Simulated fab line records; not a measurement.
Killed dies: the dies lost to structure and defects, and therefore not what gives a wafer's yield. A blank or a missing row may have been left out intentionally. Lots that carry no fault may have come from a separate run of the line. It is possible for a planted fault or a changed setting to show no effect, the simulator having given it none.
Problem report in the 8D (eight disciplines) form, filled by code || flow berkeley_cmos170 || the parts of the form that need people (team, actions taken, sign-off) are left out

## 1. WHAT IS WRONG
oes_product_au at UCB170_CONTACT_ETCH_18 reads a mean of 0.694 a.u. on 6 wafers of 2 lots; wafers without a fault read 0.892 a.u. with a standard deviation of 0.015. That is -13 standard deviations from the usual mean.
The step: etches PSG in CHF3/CF4/Ar, stops on TiSi2, target depth 840 nm, time 195 s.
First observed at day 10 05:00: wafer L455.1, on rie_diel-02. Wafers with a number at this step in the record: 42, from 14 lots. Rule for "out", or "out of limits": more than 4 standard deviations from the usual mean. The rest of the wafers with a number are treated as sound.

## 2. WHAT IT IS, WHAT IT ISN'T
{"question": "which readings at this step", "is": "oes_product_au", "is not": "cf4_flow_sccm, drypump_motor_current_A, rf_fwd_power_W, throttle_valve_pct"}
{"question": "which lots", "is": "L455, L460", "is not": "L440, L441, L443, L444, L445, L446, L448, L449, L451, L452, L453, L459"}
{"question": "which wafers of those lots", "is": "all that have a number", "is not": "-"}
{"question": "read on which tools", "is": "rie_diel-02", "is not": "rie_diel-01, rie_diel-03"}
{"question": "when", "is": "from day 10 05:00", "is not": "up to then (33 sound wafers); but 3 sound wafers of L459 came after"}

## 3. THE SUSPECTS, EACH WITH WHAT RULES IT OUT
Counting: any tool at a process step up to the reading is kept as a suspect provided that every lot that is out went through it and no sound lot did after the first of them.
- rie_diel-02 at UCB170_CONTACT_ETCH_18 (etches PSG in CHF3/CF4/Ar, stops on TiSi2, target depth 840 nm, time 195 s): kept. All lots that are out passed through it, beginning with L455 at day 10 05:00, and no sound lot followed; its final sound lot before that point was L446 at day 8 04:00. Out on those wafers are its own readings of oes_product_au.
The count leaves rie_diel-02 at UCB170_CONTACT_ETCH_18.

## 4. THE CAUSE (what the simulator had put in)
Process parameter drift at UCB170_CONTACT_ETCH_18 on rie_diel-02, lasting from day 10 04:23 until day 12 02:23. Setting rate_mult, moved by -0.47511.
This tool alone remained once counting was done.

## 5. SEQUENCE OF EFFECTS, ordered by route
Each row: a reading whose mean over the struck wafers that have a number lies more than 3 standard deviations from the usual. Scope: only readings with a usual standard deviation given in the record; hours: median across lots of the time from each lot's start at the first step in this table that gives one to its start at this step; sigmas: change in usual standard deviations.
{"hours": 0, "step": "UCB170_CONTACT_ETCH_18", "reading": "oes_product_au", "usual": "0.892 a.u.", "on struck wafers": 0.694, "change": -0.198, "sigmas": -13}
Its process steps:
- UCB170_CONTACT_ETCH_18: etches PSG in CHF3/CF4/Ar, stops on TiSi2, target depth 840 nm, time 195 s.

## 6. WHAT WOULD HAVE CAUGHT IT SOONER
In this record the first reading out of limits was taken at day 10 05:00, 1 hour after the fault began at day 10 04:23.
